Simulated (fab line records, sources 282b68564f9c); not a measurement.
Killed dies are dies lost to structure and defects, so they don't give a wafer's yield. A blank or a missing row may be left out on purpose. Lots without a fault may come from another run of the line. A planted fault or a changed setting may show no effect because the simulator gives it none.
A struck lot beside a sound one | flow rit_cmos | 14 steps out of a route of 202
Sound: wafers L967.4, L967.5, L967.6. Struck: wafers L956.1, L956.5, L956.6. The cause comes at the end.
At each step with rows: each side's tool, then ch and its chambers, then its first start. Under that, the readings that differ: sound wafers | struck wafers | difference of the means | sigmas: that difference in standard deviations of wafers without a fault.
alike: readings whose means differ by less than 2 such deviations, and words and numbers that are the same on both sides. not compared: withheld readings, readings that some wafer has no value for, bounds like >300 that may hide the same value, and numbers for which the record gives no deviation and whose values overlap.
The two part at a step that has a row with sigmas, a row that says differs or no value, or rows on one side only. Numbers that don't overlap but have no deviation are shown without sigmas and don't part them. A reading that every wafer of one side lacks parts them only if that side has two wafers or more.

RIT_PLDD_TW_MEAS_10:
  sound on film_metro-02, day 6 23:11; struck on film_metro-04, day 4 19:04
  alike: PLDD_TW
then, 4 steps without rows for these wafers: RIT_SPACER_CLEAN_00 (cleans in SC1, time 600 s); RIT_SPACER_CLEAN_01 (cleans in dHF, time 30 s); RIT_SPACER_CLEAN_02 (cleans in SC2, time 600 s); RIT_SPACER_CVD_03 (deposits Si3N4 from SiH2Cl2/NH3, target thk 250 nm, time 3300 s).
RIT_SPACER_THK_MEAS_04:
  sound on film_metro-01, day 7 01:32; struck on film_metro-03, day 4 21:26
  alike: SPACER_NITRIDE_THK
RIT_SPACER_ETCHBACK_05: etches Si3N4 in SF6/CHF3, stops on SiO2, target depth 250 nm, time 240 s.
  sound on rie_diel-01 ch 2,3, day 7 01:34; struck on rie_diel-02 ch 0,2,3, day 4 21:30
  alike: CHF3_flow_sccm, SF6_flow_sccm, drypump_motor_current_A, oes_product_au, throttle_valve_pct
  not compared: rf_hours_counter_h
then, 5 steps without rows for these wafers: RIT_NSD_HMDS_00 (prime time 60 s); RIT_NSD_COAT_01 (resist thk 1000 nm); RIT_NSD_SOFTBAKE_02 (time 60 s); RIT_NSD_EXPOSE_03 (exposes mask M9, target cd 40700 nm); RIT_NSD_PEB_04.
RIT_NSD_DEVELOP_05: develop time 50 s.
  sound on litho_track-03 ch 0, day 7 02:00; struck on litho_track-03, day 4 22:00
  no value came back on the struck wafers for chill_plate_temp_C (C), develop_time_s (s); on the sound wafers chill_plate_temp_C (C) reads 23.01 22.93 22.85
RIT_NSD_OVL_MEAS_06:
  sound on overlay-02, day 7 02:34; struck on overlay-02, day 4 22:38
  reading      | sound        | struck | difference                    | sigmas
  NSD_OVL (nm) | 0.7 0.1 -0.6 | - - -  | no value on the struck wafers |

WHERE THEY PART
First at RIT_NSD_DEVELOP_05; last, within this record, at RIT_NSD_OVL_MEAS_06.

WHY: what the simulator had put in
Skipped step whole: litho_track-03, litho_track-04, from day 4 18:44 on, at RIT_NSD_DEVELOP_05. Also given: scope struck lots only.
